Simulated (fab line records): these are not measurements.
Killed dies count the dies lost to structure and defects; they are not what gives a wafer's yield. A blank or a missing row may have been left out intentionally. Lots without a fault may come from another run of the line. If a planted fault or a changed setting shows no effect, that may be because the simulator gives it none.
fab line records :: flow rit_cmos
[record]
  lots = 14
  wafers = 42
  last_day = 7
route steps=202 shown SILICIDE@165 M1@202
lots that met no fault: from a run of the same line without faults
start_h: hours from the record's opening day to when the first of the lot's shown wafers began :: wait_h: how many hours have passed since the lot's step before this one :: " identical to the entry in the row above :: L1.1+2: a single row standing in for several wafers :: - value missing, or start not given :: * or withheld: withheld :: < > ~ a bound
route shown NAME@n: names a module that has steps shown in the file, with the first one's number in the route :: usual: the fault-free wafers' mean and standard deviation :: same: alike in all rows :: chamber/n: place in a boat :: sites: per-site readings :: _std_site: how widely they spread, as a standard deviation :: _edge_site: the outer-site mean with the inner-site mean subtracted :: radius_mm: for every site, how far away it sits from the centre of the wafer :: mask NAME#n: copy n :: behind: the last tool/chamber to shape the wafer :: hold: cause of the lot's hold/its duration in hours/its outcome :: device: names the non-switching transistor (n, p or np) :: end of line: the tests these same wafers got at the end of their route :: step lacking rows: just its recipe :: killed: count of dies lost to structure and defects at first sort (not the wafer's yield) :: map: shows each die of a wafer: x if killed, . if not, _ if none is there
set.NAME: the run value of the setting; set.NAME@STEP: its run value at that earlier step :: model.NAME: the simulator's own value behind a step, which no gauge read
a sample of lots followed through the steps of the route, with each step as a table and each wafer as a row
services: a tool's chamber out of use, with start hour (start_h, from the record's first day; less than 0 if before it), hours out, and reason
[[steps]]
[step RIT_SILICIDE_RTA_04]
[recipe]
  temp_c = 650
  time_s = 10
  idle_temp_c = 25
  ramp_up_s = 5
  ramp_down_s = 5
  cool_to_c = 25
  ambient = N2
[usual]
  wafer_temp_C_max = 652.6/1.3
lot.wafer: L744.2
tool: rtp_anneal-02
chamber: 0
start_h: 60.31
wait_h: 0.1
wafer_temp_C_max: 651.9

lot.wafer: L744.3
tool: rtp_anneal-02
chamber: 0
start_h: 60.31
wait_h: 0.1
wafer_temp_C_max: 652.6

lot.wafer: L744.5
tool: rtp_anneal-02
chamber: 0
start_h: 60.31
wait_h: 0.1
wafer_temp_C_max: 652.5

lot.wafer: L747.1
tool: rtp_anneal-02
chamber: 0
start_h: 73.92
wait_h: 0.1
wafer_temp_C_max: 651.3

lot.wafer: L747.3
tool: rtp_anneal-02
chamber: 0
start_h: 73.92
wait_h: 0.1
wafer_temp_C_max: 652.1

lot.wafer: L747.6
tool: rtp_anneal-02
chamber: 0
start_h: 73.92
wait_h: 0.1
wafer_temp_C_max: 652.3

lot.wafer: L748.2
tool: rtp_anneal-02
chamber: 0
start_h: 77.57
wait_h: 0.1
wafer_temp_C_max: 651.5

lot.wafer: L748.5
tool: rtp_anneal-02
chamber: 0
start_h: 77.57
wait_h: 0.1
wafer_temp_C_max: 653.1

lot.wafer: L748.6
tool: rtp_anneal-02
chamber: 0
start_h: 77.57
wait_h: 0.1
wafer_temp_C_max: 652.1

lot.wafer: L750.1
tool: rtp_anneal-02
chamber: 0
start_h: 89.52
wait_h: 0.1
wafer_temp_C_max: 652.0

lot.wafer: L750.2
tool: rtp_anneal-02
chamber: 0
start_h: 89.52
wait_h: 0.1
wafer_temp_C_max: 652.1

lot.wafer: L750.6
tool: rtp_anneal-02
chamber: 0
start_h: 89.52
wait_h: 0.1
wafer_temp_C_max: 651.5

lot.wafer: L751.3
tool: rtp_anneal-02
chamber: 0
start_h: 91.22
wait_h: 0.1
wafer_temp_C_max: 651.1

lot.wafer: L751.5
tool: rtp_anneal-02
chamber: 0
start_h: 91.22
wait_h: 0.1
wafer_temp_C_max: 652.3

lot.wafer: L751.6
tool: rtp_anneal-02
chamber: 0
start_h: 91.22
wait_h: 0.1
wafer_temp_C_max: 651.9

lot.wafer: L752.4
tool: rtp_anneal-02
chamber: 0
start_h: 97.81
wait_h: 0.1
wafer_temp_C_max: 652.7

lot.wafer: L752.5
tool: rtp_anneal-02
chamber: 0
start_h: 97.81
wait_h: 0.1
wafer_temp_C_max: 652.2

lot.wafer: L752.6
tool: rtp_anneal-02
chamber: 0
start_h: 97.81
wait_h: 0.1
wafer_temp_C_max: 652.4

lot.wafer: L752.4
tool: rtp_anneal-02
chamber: 0
start_h: 98.05
wait_h: 0.2
wafer_temp_C_max: 652.7

lot.wafer: L752.5
tool: rtp_anneal-02
chamber: 0
start_h: 98.05
wait_h: 0.2
wafer_temp_C_max: 651.6

lot.wafer: L752.6
tool: rtp_anneal-02
chamber: 0
start_h: 98.05
wait_h: 0.2
wafer_temp_C_max: 651.6

lot.wafer: L754.1
tool: rtp_anneal-02
chamber: 0
start_h: 106.70
wait_h: 0.1
wafer_temp_C_max: 651.2

lot.wafer: L754.2
tool: rtp_anneal-02
chamber: 0
start_h: 106.70
wait_h: 0.1
wafer_temp_C_max: 651.6

lot.wafer: L754.5
tool: rtp_anneal-02
chamber: 0
start_h: 106.70
wait_h: 0.1
wafer_temp_C_max: 651.8

lot.wafer: L759.2
tool: rtp_anneal-01
chamber: 0
start_h: 131.10
wait_h: 0.1
wafer_temp_C_max: 653.5

lot.wafer: L759.3
tool: rtp_anneal-01
chamber: 0
start_h: 131.10
wait_h: 0.1
wafer_temp_C_max: 653.8

lot.wafer: L759.6
tool: rtp_anneal-01
chamber: 0
start_h: 131.10
wait_h: 0.1
wafer_temp_C_max: 654.3

lot.wafer: L761.2
tool: rtp_anneal-01
chamber: 0
start_h: 140.86
wait_h: 0.1
wafer_temp_C_max: 654.1

lot.wafer: L761.5
tool: rtp_anneal-01
chamber: 0
start_h: 140.86
wait_h: 0.1
wafer_temp_C_max: 655.2

lot.wafer: L761.6
tool: rtp_anneal-01
chamber: 0
start_h: 140.86
wait_h: 0.1
wafer_temp_C_max: 653.5

lot.wafer: L761.2
tool: rtp_anneal-01
chamber: 0
start_h: 141.10
wait_h: 0.2
wafer_temp_C_max: 654.2

lot.wafer: L761.5
tool: rtp_anneal-01
chamber: 0
start_h: 141.10
wait_h: 0.2
wafer_temp_C_max: 653.6

lot.wafer: L761.6
tool: rtp_anneal-01
chamber: 0
start_h: 141.10
wait_h: 0.2
wafer_temp_C_max: 654.8

lot.wafer: L762.1
tool: rtp_anneal-02
chamber: 0
start_h: 146.87
wait_h: 0.1
wafer_temp_C_max: 651.7

lot.wafer: L762.3
tool: rtp_anneal-02
chamber: 0
start_h: 146.87
wait_h: 0.1
wafer_temp_C_max: 652.3

lot.wafer: L762.5
tool: rtp_anneal-02
chamber: 0
start_h: 146.87
wait_h: 0.1
wafer_temp_C_max: 651.7

lot.wafer: L763.3
tool: rtp_anneal-01
chamber: 0
start_h: 150.45
wait_h: 0.1
wafer_temp_C_max: 653.4

lot.wafer: L763.5
tool: rtp_anneal-01
chamber: 0
start_h: 150.45
wait_h: 0.1
wafer_temp_C_max: 653.8

lot.wafer: L763.6
tool: rtp_anneal-01
chamber: 0
start_h: 150.45
wait_h: 0.1
wafer_temp_C_max: 654.8

lot.wafer: L764.3
tool: rtp_anneal-02
chamber: 0
start_h: 157.54
wait_h: 0.1
wafer_temp_C_max: 652.2

lot.wafer: L764.5
tool: rtp_anneal-02
chamber: 0
start_h: 157.54
wait_h: 0.1
wafer_temp_C_max: 651.5

lot.wafer: L764.6
tool: rtp_anneal-02
chamber: 0
start_h: 157.54
wait_h: 0.1
wafer_temp_C_max: 651.6

lot.wafer: L765.1
tool: rtp_anneal-01
chamber: 0
start_h: 162.70
wait_h: 0.1
wafer_temp_C_max: 655.9

lot.wafer: L765.3
tool: rtp_anneal-01
chamber: 0
start_h: 162.70
wait_h: 0.1
wafer_temp_C_max: 655.1

lot.wafer: L765.4
tool: rtp_anneal-01
chamber: 0
start_h: 162.70
wait_h: 0.1
wafer_temp_C_max: 657.3

lot.wafer: L766.3
tool: rtp_anneal-02
chamber: 0
start_h: 170.47
wait_h: 0.1
wafer_temp_C_max: 652.0

lot.wafer: L766.4
tool: rtp_anneal-02
chamber: 0
start_h: 170.47
wait_h: 0.1
wafer_temp_C_max: 651.9

lot.wafer: L766.6
tool: rtp_anneal-02
chamber: 0
start_h: 170.47
wait_h: 0.1
wafer_temp_C_max: 651.9
[step RIT_M1_PROBE_99]
[usual]
  killed_at_M0_to_M3 = 0.0/0.2
  killed_at_contacts = 0.1/0.32
  killed_at_front_end = 6.7/2.9
  killed_dies = 6.8/2.9
  killed_open = 3.3/1.7
  killed_short = 3.4/2.1
[same]
  gross_dies = 264
  killed_at_M4_up = 0
  killed_at_back_side = 0
  killed_at_other = 0
lot.wafer: L752.4
tool: prober-01
chamber: -
start_h: 104.85
wait_h: 0.2
killed_at_M0_to_M3: 0
killed_at_contacts: 0
killed_at_front_end: 7
killed_dies: 7
killed_open: 1
killed_short: 6

lot.wafer: L752.5
tool: prober-01
chamber: -
start_h: 104.90
wait_h: 0.2
killed_at_M0_to_M3: 0
killed_at_contacts: 0
killed_at_front_end: 8
killed_dies: 8
killed_open: 5
killed_short: 3

lot.wafer: L752.6
tool: prober-01
chamber: -
start_h: 104.95
wait_h: 0.2
killed_at_M0_to_M3: 0
killed_at_contacts: 0
killed_at_front_end: 7
killed_dies: 7
killed_open: 5
killed_short: 2

lot.wafer: L759.2
tool: prober-02
chamber: -
start_h: 140.25
wait_h: 0.1
killed_at_M0_to_M3: 0
killed_at_contacts: 0
killed_at_front_end: 9
killed_dies: 9
killed_open: 6
killed_short: 2

lot.wafer: L759.3
tool: prober-02
chamber: -
start_h: 140.30
wait_h: 0.2
killed_at_M0_to_M3: 0
killed_at_contacts: 0
killed_at_front_end: 5
killed_dies: 5
killed_open: 3
killed_short: 2

lot.wafer: L759.6
tool: prober-02
chamber: -
start_h: 140.45
wait_h: 0.2
killed_at_M0_to_M3: 0
killed_at_contacts: 0
killed_at_front_end: 10
killed_dies: 10
killed_open: 4
killed_short: 6

lot.wafer: L763.3
tool: prober-02
chamber: -
start_h: 157.08
wait_h: 0.2
killed_at_M0_to_M3: 0
killed_at_contacts: 0
killed_at_front_end: 6
killed_dies: 6
killed_open: 2
killed_short: 4

lot.wafer: L763.5
tool: prober-02
chamber: -
start_h: 157.18
wait_h: 0.2
killed_at_M0_to_M3: 0
killed_at_contacts: 1
killed_at_front_end: 10
killed_dies: 11
killed_open: 3
killed_short: 8

lot.wafer: L763.6
tool: prober-02
chamber: -
start_h: 157.23
wait_h: 0.2
killed_at_M0_to_M3: 0
killed_at_contacts: 0
killed_at_front_end: 7
killed_dies: 7
killed_open: 4
killed_short: 3
// killed by level:class
L752.4 FOX2:geometric_particle:short=2 FOX1:geometric_particle:short=1 GATE:geometric_particle:short=1 GATE:geometric_particle:open=1 SPACER:geometric_particle:short=1 SILICIDE:geometric_particle:short=1
L752.5 FOX1:geometric_particle:open=1 FOX1:geometric_particle:short=1 FOX2:geometric_particle:short=1 FOX2:geometric_particle:open=1 GATE:geometric_particle:open=1 REOX:geometric_particle:open=1 REOX:geometric_particle:short=1 SILICIDE:geometric_particle:open=1
L752.6 GATE:geometric_particle:open=3 FOX1:geometric_particle:open=1 REOX:geometric_particle:short=1 SPACER:geometric_particle:open=1 SILICIDE:geometric_particle:short=1
L759.2 GATE:geometric_particle:open=3 FOX1:geometric_particle:open=1 GATE:geometric_particle:short=1 REOX:geometric_particle:short=1 REOX:geometric_particle:open=1 SPACER:geometric_particle:open=1 NLDD:coat_microbubble_printed=1
L759.3 GATE:geometric_particle:open=2 FOX1:geometric_particle:short=1 GATE:geometric_particle:short=1 SILICIDE:geometric_particle:open=1
L759.6 SPACER:geometric_particle:short=3 SILICIDE:geometric_particle:open=2 FOX1:geometric_particle:short=1 GATE:geometric_particle:open=1 REOX:geometric_particle:short=1 SPACER:geometric_particle:open=1 SILICIDE:geometric_particle:short=1
L763.3 REOX:geometric_particle:short=2 FOX2:geometric_particle:short=1 GATE:geometric_particle:open=1 GATE:geometric_particle:short=1 SPACER:geometric_particle:open=1
L763.5 GATE:geometric_particle:short=4 SPACER:geometric_particle:open=2 FOX1:geometric_particle:short=1 SPACER:geometric_particle:short=1 SILICIDE:geometric_particle:short=1 SILICIDE:geometric_particle:open=1 CONTACT:geometric_particle:short=1
L763.6 GATE:geometric_particle:open=2 FOX1:geometric_particle:open=1 FOX1:geometric_particle:short=1 REOX:geometric_particle:short=1 SILICIDE:geometric_particle:open=1 SILICIDE:geometric_particle:short=1
[[services]]
tool: rtp_anneal-01
chamber: -
start_h: 37.93
hours: 58.4
kind: pm
[[key]]
[first_sign]
  step = RIT_SILICIDE_RTA_04
  reading = visit
  direction = added
effect none on later readings
met_at RIT_SILICIDE_RTA_04
struck_lots L752,L761
tester_left_out L752,L761
[fault]
  kind = repeated_step_whole
  tool = rtp_anneal-01,rtp_anneal-02
  chamber = -
  onset_h = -
  steps = RIT_SILICIDE_RTA_04
  times = 1
  scope = struck_lots_only
// tester_left_out: of these lots the tester's yield and bins aren't shown, on N5 and GAA mostly nor the transistor test; their killed dies are dies lost to structure and defects alone, not to doping, threshold or leakage, so they don't give the yield
